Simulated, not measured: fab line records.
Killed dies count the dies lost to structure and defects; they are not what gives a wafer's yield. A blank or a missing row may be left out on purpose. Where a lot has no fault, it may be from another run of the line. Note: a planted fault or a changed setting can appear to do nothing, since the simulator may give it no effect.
fab line records / flow rit-cmos
record lots=5 wafers=15 last-day=8
route steps=202 shown NRETRO@55 PRETRO@64 GATE@75 M1@202
lots that met no fault: taken from a fault-free run of the same line
start-h: start of the lot's first displayed wafer, in hours after the record's first day / wait-h: hours from the lot's prior step to this one / " repeats the value in the row above / L1.1+2: one row covering several wafers at once / - either no value or no given start / * or withheld: withheld / < > ~ a bound
route shown NAME@n: names a module that has steps shown in the file, with the first one's number in the route / usual: mean/standard deviation of fault-free wafers / same: alike in all rows / chamber/n: place in a boat / sites: each site's reading / _std_site: the values' standard deviation / _edge_site: the outer-site mean with the inner-site mean subtracted / radius-mm: for every site, how far away it sits from the centre of the wafer / mask NAME#n: copy n / behind: the last tool/chamber to shape the wafer / hold: the reason the lot was held/the length of the hold in hours/how it ended / device: which transistor (n, p or np) failed to switch / end of line: at the end of the route, the tests of the same wafers / for a step that has no rows: nothing shown but its recipe / killed: dies lost to structure and defects at the first sort, not the wafer's yield / map: a wafer's dies, marking killed ones x, the rest . and places with no die _
set.NAME: setting as actually run; set.NAME@STEP: the setting as run at that earlier step / model.NAME: the simulator's own value behind a step, which no gauge read
lots at some steps of the route; a table a step, a row a wafer
services: a tool's chamber out of use, with start hour (start-h, from the record's first day; less than 0 if before it), hours out, and reason
## steps
# step RIT_NRETRO_SOFTBAKE_02
# recipe resist=NOVOLAK temp-c=90 time-s=60
# step RIT_NRETRO_EXPOSE_03
# recipe mask-id=M4 na=0.57 target-cd-nm=43900 dose-mj=250
# step RIT_NRETRO_PEB_04
# recipe resist=NOVOLAK temp-c=withheld time-s=withheld
# step RIT_NRETRO_DEVELOP_05
# recipe resist=NOVOLAK develop-time-s=68 dev-temp-c=23
# step RIT_NRETRO_OVL_MEAS_06
# usual NRETRO_OVL=0.6/1.4
lot.wafer=L582.2 tool=overlay-02 chamber=- start-h=53.35 wait-h=- NRETRO_OVL[nm]=1.0
lot.wafer=L582.3 tool=overlay-02 chamber=- start-h=53.35 wait-h=- NRETRO_OVL[nm]=3.2
lot.wafer=L582.6 tool=overlay-02 chamber=- start-h=53.35 wait-h=- NRETRO_OVL[nm]=1.7
lot.wafer=L583.2 tool=overlay-01 chamber=- start-h=57.36 wait-h=- NRETRO_OVL[nm]=2.3
lot.wafer=L583.4 tool=overlay-01 chamber=- start-h=57.36 wait-h=- NRETRO_OVL[nm]=0.3
lot.wafer=L583.5 tool=overlay-01 chamber=- start-h=57.36 wait-h=- NRETRO_OVL[nm]=0.3
lot.wafer=L593.4 tool=overlay-02 chamber=- start-h=107.62 wait-h=- NRETRO_OVL[nm]=2.3
lot.wafer=L593.5 tool=overlay-02 chamber=- start-h=107.62 wait-h=- NRETRO_OVL[nm]=0.4
lot.wafer=L593.6 tool=overlay-02 chamber=- start-h=107.62 wait-h=- NRETRO_OVL[nm]=-0.2
lot.wafer=L600.1 tool=overlay-02 chamber=- start-h=152.45 wait-h=- NRETRO_OVL[nm]=2.5
lot.wafer=L600.4 tool=overlay-02 chamber=- start-h=152.45 wait-h=- NRETRO_OVL[nm]=1.4
lot.wafer=L600.5 tool=overlay-02 chamber=- start-h=152.45 wait-h=- NRETRO_OVL[nm]=2.8
lot.wafer=L601.1 tool=overlay-01 chamber=- start-h=157.62 wait-h=- NRETRO_OVL[nm]=-0.1
lot.wafer=L601.4 tool=overlay-01 chamber=- start-h=157.62 wait-h=- NRETRO_OVL[nm]=-2.0
lot.wafer=L601.6 tool=overlay-01 chamber=- start-h=157.62 wait-h=- NRETRO_OVL[nm]=1.4
# step RIT_NRETRO_HARDBAKE_07
# recipe resist=NOVOLAK temp-c=140 time-s=120
# step RIT_NRETRO_IMPLANT_08
# recipe species=P energy-kev=70 dose-cm2=1e+13 tilt-deg=7
# step RIT_NRETRO_STRIP_09
# recipe chemistry=O2 time-s=180 resist=NOVOLAK platen-temp-c=withheld power-w=500 pressure-mtorr=4000 o2-flow-sccm=4000
# usual drypump-motor-current-A=5.7/0.54
lot.wafer=L582.2 tool=plasma-asher-02 chamber=0 start-h=53.78 wait-h=0.1 drypump-motor-current-A=5.8 rf-hours-counter-h=39
lot.wafer=L582.3 tool=plasma-asher-02 chamber=1 start-h=53.78 wait-h=0.1 drypump-motor-current-A=5.6 rf-hours-counter-h=-
lot.wafer=L582.6 tool=plasma-asher-02 chamber=1 start-h=53.78 wait-h=0.1 drypump-motor-current-A=5.6 rf-hours-counter-h=-
lot.wafer=L583.2 tool=plasma-asher-01 chamber=1 start-h=57.79 wait-h=0.1 drypump-motor-current-A=6.1 rf-hours-counter-h=37
lot.wafer=L583.4 tool=plasma-asher-01 chamber=0 start-h=57.79 wait-h=0.1 drypump-motor-current-A=4.7 rf-hours-counter-h=-
lot.wafer=L583.5 tool=plasma-asher-01 chamber=0 start-h=57.79 wait-h=0.1 drypump-motor-current-A=4.8 rf-hours-counter-h=-
lot.wafer=L593.4 tool=plasma-asher-01 chamber=0 start-h=108.09 wait-h=0.1 drypump-motor-current-A=4.8 rf-hours-counter-h=-
lot.wafer=L593.5 tool=plasma-asher-01 chamber=1 start-h=108.09 wait-h=0.1 drypump-motor-current-A=6.0 rf-hours-counter-h=-
lot.wafer=L593.6 tool=plasma-asher-01 chamber=0 start-h=108.09 wait-h=0.1 drypump-motor-current-A=4.8 rf-hours-counter-h=-
lot.wafer=L600.1 tool=plasma-asher-03 chamber=0 start-h=152.89 wait-h=0.1 drypump-motor-current-A=6.4 rf-hours-counter-h=38
lot.wafer=L600.4 tool=plasma-asher-03 chamber=1 start-h=152.89 wait-h=0.1 drypump-motor-current-A=5.9 rf-hours-counter-h=-
lot.wafer=L600.5 tool=plasma-asher-03 chamber=0 start-h=152.89 wait-h=0.1 drypump-motor-current-A=6.4 rf-hours-counter-h=-
lot.wafer=L601.1 tool=plasma-asher-02 chamber=0 start-h=158.06 wait-h=0.1 drypump-motor-current-A=5.8 rf-hours-counter-h=48
lot.wafer=L601.4 tool=plasma-asher-02 chamber=1 start-h=158.06 wait-h=0.1 drypump-motor-current-A=5.6 rf-hours-counter-h=-
lot.wafer=L601.6 tool=plasma-asher-02 chamber=1 start-h=158.06 wait-h=0.1 drypump-motor-current-A=5.6 rf-hours-counter-h=-
# step RIT_NRETRO_TW_MEAS_10
# usual NRETRO_TW=1054/8.1
lot.wafer=L582.2 tool=film-metro-04 chamber=- start-h=53.97 wait-h=0.1 NRETRO_TW=1047
lot.wafer=L582.3 tool=film-metro-04 chamber=- start-h=53.97 wait-h=0.1 NRETRO_TW=1045
lot.wafer=L582.6 tool=film-metro-04 chamber=- start-h=53.97 wait-h=0.1 NRETRO_TW=1045
lot.wafer=L583.2 tool=film-metro-03 chamber=- start-h=57.98 wait-h=0.1 NRETRO_TW=1065
lot.wafer=L583.4 tool=film-metro-03 chamber=- start-h=57.98 wait-h=0.1 NRETRO_TW=1066
lot.wafer=L583.5 tool=film-metro-03 chamber=- start-h=57.98 wait-h=0.1 NRETRO_TW=1062
lot.wafer=L593.4 tool=film-metro-04 chamber=- start-h=108.24 wait-h=0.1 NRETRO_TW=1039
lot.wafer=L593.5 tool=film-metro-04 chamber=- start-h=108.24 wait-h=0.1 NRETRO_TW=1049
lot.wafer=L593.6 tool=film-metro-04 chamber=- start-h=108.24 wait-h=0.1 NRETRO_TW=1044
lot.wafer=L600.1 tool=film-metro-04 chamber=- start-h=153.06 wait-h=0.1 NRETRO_TW=1045
lot.wafer=L600.4 tool=film-metro-04 chamber=- start-h=153.06 wait-h=0.1 NRETRO_TW=1050
lot.wafer=L600.5 tool=film-metro-04 chamber=- start-h=153.06 wait-h=0.1 NRETRO_TW=1039
lot.wafer=L601.1 tool=film-metro-03 chamber=- start-h=158.24 wait-h=0.1 NRETRO_TW=1054
lot.wafer=L601.4 tool=film-metro-03 chamber=- start-h=158.24 wait-h=0.1 NRETRO_TW=1061
lot.wafer=L601.6 tool=film-metro-03 chamber=- start-h=158.24 wait-h=0.1 NRETRO_TW=1067
# step RIT_PRETRO_HMDS_00
# recipe prime-time-s=60 prime-temp-c=140
# step RIT_PRETRO_COAT_01
# recipe resist=NOVOLAK spin-rpm=2000 resist-thk-nm=1300
# step RIT_PRETRO_SOFTBAKE_02
# recipe resist=NOVOLAK temp-c=90 time-s=60
# step RIT_PRETRO_EXPOSE_03
# recipe mask-id=M5 na=0.57 target-cd-nm=43700 dose-mj=250
lot.wafer=L582.2+3+6 tool=iline-stepper-01 chamber=0 start-h=54.49 wait-h=0.1 mask=M5#0
lot.wafer=L583.2+4+5 tool=iline-stepper-01 chamber=0 start-h=58.50 wait-h=0.1 mask=M4#0
lot.wafer=L593.4+5+6 tool=iline-stepper-01 chamber=0 start-h=108.78 wait-h=0.1 mask=M5#0
lot.wafer=L600.1+4+5 tool=iline-stepper-01 chamber=0 start-h=153.57 wait-h=0.1 mask=M5#0
lot.wafer=L601.1+4+6 tool=iline-stepper-01 chamber=0 start-h=158.75 wait-h=0.1 mask=M5#0
# step RIT_PRETRO_PEB_04
# recipe resist=NOVOLAK temp-c=withheld time-s=withheld
# step RIT_PRETRO_DEVELOP_05
# recipe resist=NOVOLAK develop-time-s=68 dev-temp-c=23
# step RIT_PRETRO_OVL_MEAS_06
# usual PRETRO_OVL=-0.4/1.6
lot.wafer=L582.2 tool=overlay-02 chamber=- start-h=54.91 wait-h=- PRETRO_OVL[nm]=-2.7
lot.wafer=L582.3 tool=overlay-02 chamber=- start-h=54.91 wait-h=- PRETRO_OVL[nm]=-2.5
lot.wafer=L582.6 tool=overlay-02 chamber=- start-h=54.91 wait-h=- PRETRO_OVL[nm]=-0.5
lot.wafer=L583.2 tool=overlay-01 chamber=- start-h=58.91 wait-h=- PRETRO_OVL[nm]=-
lot.wafer=L583.4 tool=overlay-01 chamber=- start-h=58.91 wait-h=- PRETRO_OVL[nm]=-
lot.wafer=L583.5 tool=overlay-01 chamber=- start-h=58.91 wait-h=- PRETRO_OVL[nm]=-
lot.wafer=L593.4 tool=overlay-02 chamber=- start-h=109.17 wait-h=- PRETRO_OVL[nm]=-0.1
lot.wafer=L593.5 tool=overlay-02 chamber=- start-h=109.17 wait-h=- PRETRO_OVL[nm]=0.2
lot.wafer=L593.6 tool=overlay-02 chamber=- start-h=109.17 wait-h=- PRETRO_OVL[nm]=0.4
lot.wafer=L600.1 tool=overlay-02 chamber=- start-h=154.00 wait-h=- PRETRO_OVL[nm]=-1.1
lot.wafer=L600.4 tool=overlay-02 chamber=- start-h=154.00 wait-h=- PRETRO_OVL[nm]=-2.3
lot.wafer=L600.5 tool=overlay-02 chamber=- start-h=154.00 wait-h=- PRETRO_OVL[nm]=-2.4
lot.wafer=L601.1 tool=overlay-02 chamber=- start-h=159.18 wait-h=- PRETRO_OVL[nm]=-1.9
lot.wafer=L601.4 tool=overlay-02 chamber=- start-h=159.18 wait-h=- PRETRO_OVL[nm]=0.9
lot.wafer=L601.6 tool=overlay-02 chamber=- start-h=159.18 wait-h=- PRETRO_OVL[nm]=-0.5
# step RIT_PRETRO_HARDBAKE_07
# recipe resist=NOVOLAK temp-c=140 time-s=120
# step RIT_PRETRO_IMPLANT_08
# recipe species=B energy-kev=45 dose-cm2=1.2e+13 tilt-deg=7
# step RIT_PRETRO_STRIP_09
# recipe chemistry=O2 time-s=180 resist=NOVOLAK platen-temp-c=withheld power-w=500 pressure-mtorr=4000 o2-flow-sccm=4000
# usual drypump-motor-current-A=5.6/0.46
lot.wafer=L582.2 tool=plasma-asher-01 chamber=0 start-h=55.34 wait-h=0.1 drypump-motor-current-A=4.7 rf-hours-counter-h=37
lot.wafer=L582.3 tool=plasma-asher-01 chamber=1 start-h=55.34 wait-h=0.1 drypump-motor-current-A=6.0 rf-hours-counter-h=-
lot.wafer=L582.6 tool=plasma-asher-01 chamber=1 start-h=55.34 wait-h=0.1 drypump-motor-current-A=6.0 rf-hours-counter-h=-
lot.wafer=L583.2 tool=plasma-asher-01 chamber=0 start-h=59.34 wait-h=0.1 drypump-motor-current-A=4.8 rf-hours-counter-h=38
lot.wafer=L583.4 tool=plasma-asher-01 chamber=1 start-h=59.34 wait-h=0.1 drypump-motor-current-A=6.0 rf-hours-counter-h=-
lot.wafer=L583.5 tool=plasma-asher-01 chamber=1 start-h=59.34 wait-h=0.1 drypump-motor-current-A=6.0 rf-hours-counter-h=-
lot.wafer=L593.4 tool=plasma-asher-01 chamber=1 start-h=109.64 wait-h=0.1 drypump-motor-current-A=6.0 rf-hours-counter-h=-
lot.wafer=L593.5 tool=plasma-asher-01 chamber=0 start-h=109.64 wait-h=0.1 drypump-motor-current-A=4.7 rf-hours-counter-h=-
lot.wafer=L593.6 tool=plasma-asher-01 chamber=1 start-h=109.64 wait-h=0.1 drypump-motor-current-A=6.0 rf-hours-counter-h=-
lot.wafer=L600.1 tool=plasma-asher-01 chamber=0 start-h=154.44 wait-h=0.1 drypump-motor-current-A=4.7 rf-hours-counter-h=48
lot.wafer=L600.4 tool=plasma-asher-01 chamber=1 start-h=154.44 wait-h=0.1 drypump-motor-current-A=6.0 rf-hours-counter-h=-
lot.wafer=L600.5 tool=plasma-asher-01 chamber=1 start-h=154.44 wait-h=0.1 drypump-motor-current-A=6.0 rf-hours-counter-h=-
lot.wafer=L601.1 tool=plasma-asher-02 chamber=1 start-h=159.61 wait-h=0.1 drypump-motor-current-A=5.6 rf-hours-counter-h=48
lot.wafer=L601.4 tool=plasma-asher-02 chamber=0 start-h=159.61 wait-h=0.1 drypump-motor-current-A=5.8 rf-hours-counter-h=-
lot.wafer=L601.6 tool=plasma-asher-02 chamber=1 start-h=159.61 wait-h=0.1 drypump-motor-current-A=5.6 rf-hours-counter-h=-
# step RIT_PRETRO_TW_MEAS_10
# usual PRETRO_TW=471/4.5
lot.wafer=L582.2 tool=film-metro-02 chamber=- start-h=55.52 wait-h=0.1 PRETRO_TW=477
lot.wafer=L582.3 tool=film-metro-02 chamber=- start-h=55.52 wait-h=0.1 PRETRO_TW=476
lot.wafer=L582.6 tool=film-metro-02 chamber=- start-h=55.52 wait-h=0.1 PRETRO_TW=477
lot.wafer=L583.2 tool=film-metro-04 chamber=- start-h=59.53 wait-h=0.1 PRETRO_TW=30
lot.wafer=L583.4 tool=film-metro-04 chamber=- start-h=59.53 wait-h=0.1 PRETRO_TW=30
lot.wafer=L583.5 tool=film-metro-04 chamber=- start-h=59.53 wait-h=0.1 PRETRO_TW=30
lot.wafer=L593.4 tool=film-metro-01 chamber=- start-h=109.79 wait-h=0.1 PRETRO_TW=466
lot.wafer=L593.5 tool=film-metro-01 chamber=- start-h=109.79 wait-h=0.1 PRETRO_TW=467
lot.wafer=L593.6 tool=film-metro-01 chamber=- start-h=109.79 wait-h=0.1 PRETRO_TW=467
lot.wafer=L600.1 tool=film-metro-01 chamber=- start-h=154.61 wait-h=0.1 PRETRO_TW=468
lot.wafer=L600.4 tool=film-metro-01 chamber=- start-h=154.61 wait-h=0.1 PRETRO_TW=465
lot.wafer=L600.5 tool=film-metro-01 chamber=- start-h=154.61 wait-h=0.1 PRETRO_TW=463
lot.wafer=L601.1 tool=film-metro-01 chamber=- start-h=159.79 wait-h=0.1 PRETRO_TW=468
lot.wafer=L601.4 tool=film-metro-01 chamber=- start-h=159.79 wait-h=0.1 PRETRO_TW=464
lot.wafer=L601.6 tool=film-metro-01 chamber=- start-h=159.79 wait-h=0.1 PRETRO_TW=469
# step RIT_GATE_WET_ETCH_00
# recipe chemistry=BOE target=SiO2 target-depth-nm=56 time-s=60 dry=n2-spin dilution=10:1 temp-c=21.5
# step RIT_M1_PROBE_99
# usual killed-at-front-end=6.6/2.7 killed-dies=6.7/2.7 killed-on-rim=1.7/1.4 killed-open=3.4/2 killed-short=3.2/1.8
# same gross-dies=264 killed_at_M0_to_M3=0 killed_at_M4_up=0 killed-at-back-side=0 killed-at-contacts=0 killed-at-other=0
lot.wafer=L583.2 tool=prober-01 chamber=- start-h=88.06 wait-h=0.1 killed-at-front-end=264 killed-dies=264 killed-on-rim=70 killed-open=7 killed-short=4
lot.wafer=L583.4 tool=prober-01 chamber=- start-h=88.16 wait-h=0.2 killed-at-front-end=264 killed-dies=264 killed-on-rim=70 killed-open=5 killed-short=2
lot.wafer=L583.5 tool=prober-01 chamber=- start-h=88.21 wait-h=0.2 killed-at-front-end=264 killed-dies=264 killed-on-rim=70 killed-open=4 killed-short=8
lot.wafer=L593.6 tool=prober-01 chamber=- start-h=145.41 wait-h=0.2 killed-at-front-end=8 killed-dies=8 killed-on-rim=2 killed-open=5 killed-short=2
# killed by level:class
L583.2 PRETRO:area-expose=253 GATE:geometric-particle:open=5 FOX1:geometric-particle:open=2 SPACER:geometric-particle:short=2 FOX1:geometric-particle:short=1 REOX:geometric-particle:short=1
L583.4 PRETRO:area-expose=257 GATE:geometric-particle:open=2 REOX:geometric-particle:open=2 GATE:geometric-particle:short=1 SPACER:geometric-particle:short=1 SILICIDE:geometric-particle:open=1
L583.5 PRETRO:area-expose=252 GATE:geometric-particle:short=6 GATE:geometric-particle:open=2 SPACER:geometric-particle:open=2 FOX1:geometric-particle:short=1 SPACER:geometric-particle:short=1
L593.6 FOX1:geometric-particle:open=2 FOX2:geometric-particle:open=2 FOX1:geometric-particle:short=1 GATE:geometric-particle:open=1 GATE:geometric-particle:short=1 NSD:coat-microbubble-printed=1
# map L583.2 (x killed, . not)
________xxxxxxx_______
_____xxxxxxxxxxxxx____
____xxxxxxxxxxxxxxx___
___xxxxxxxxxxxxxxxxx__
__xxxxxxxxxxxxxxxxxxx_
__xxxxxxxxxxxxxxxxxxx_
_xxxxxxxxxxxxxxxxxxxxx
_xxxxxxxxxxxxxxxxxxxxx
_xxxxxxxxxxxxxxxxxxxxx
_xxxxxxxxxxxxxxxxxxxxx
__xxxxxxxxxxxxxxxxxxx_
__xxxxxxxxxxxxxxxxxxx_
___xxxxxxxxxxxxxxxxx__
____xxxxxxxxxxxxxxx___
_____xxxxxxxxxxxxx____
________xxxxxxx_______
# map L593.5 (x killed, . not)
________......._______
_____x............____
____..x............___
___.................__
__......x.x.......x.._
__..................._
_.........x...........
_x......x.............
_.....................
_.x...x...............
__..................._
__..................._
___.................__
____...............___
_____.............____
________......._______
## services
tool=plasma-asher-02 chamber=- start-h=30.61 hours=0.4 kind=repair
tool=plasma-asher-02 chamber=- start-h=83.87 hours=14.6 kind=pm
tool=plasma-asher-01 chamber=- start-h=103.33 hours=0.4 kind=repair
## key
first-sign step=RIT_PRETRO_EXPOSE_03 reading=mask direction=changed
effect step=RIT_PRETRO_OVL_MEAS_06 reading=PRETRO_OVL direction=missing
effect step=RIT_PRETRO_TW_MEAS_10 reading=PRETRO_TW direction=down sigmas=98 usual=471 struck=30
effect step=RIT_M1_PROBE_99 reading=killed-dies direction=up sigmas=94 usual=6.7 struck=264
more-kills-born-at RIT_PRETRO_EXPOSE_03@iline-stepper-01=762
met-at RIT_PRETRO_EXPOSE_03
struck-wafers L583.2,L583.4,L583.5
tester-left-out L583
onset-between 54.49 58.50
fault kind=wrong-mask tool=any chamber=- onset-h=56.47 steps=RIT_PRETRO_EXPOSE_03 aux-copy=M4#0 scope=struck-lots-only
# tester-left-out: of these lots the tester's yield and bins aren't shown, on N5 and GAA mostly nor the transistor test; their killed dies are dies lost to structure and defects alone, not to doping, threshold or leakage, so they don't give the yield
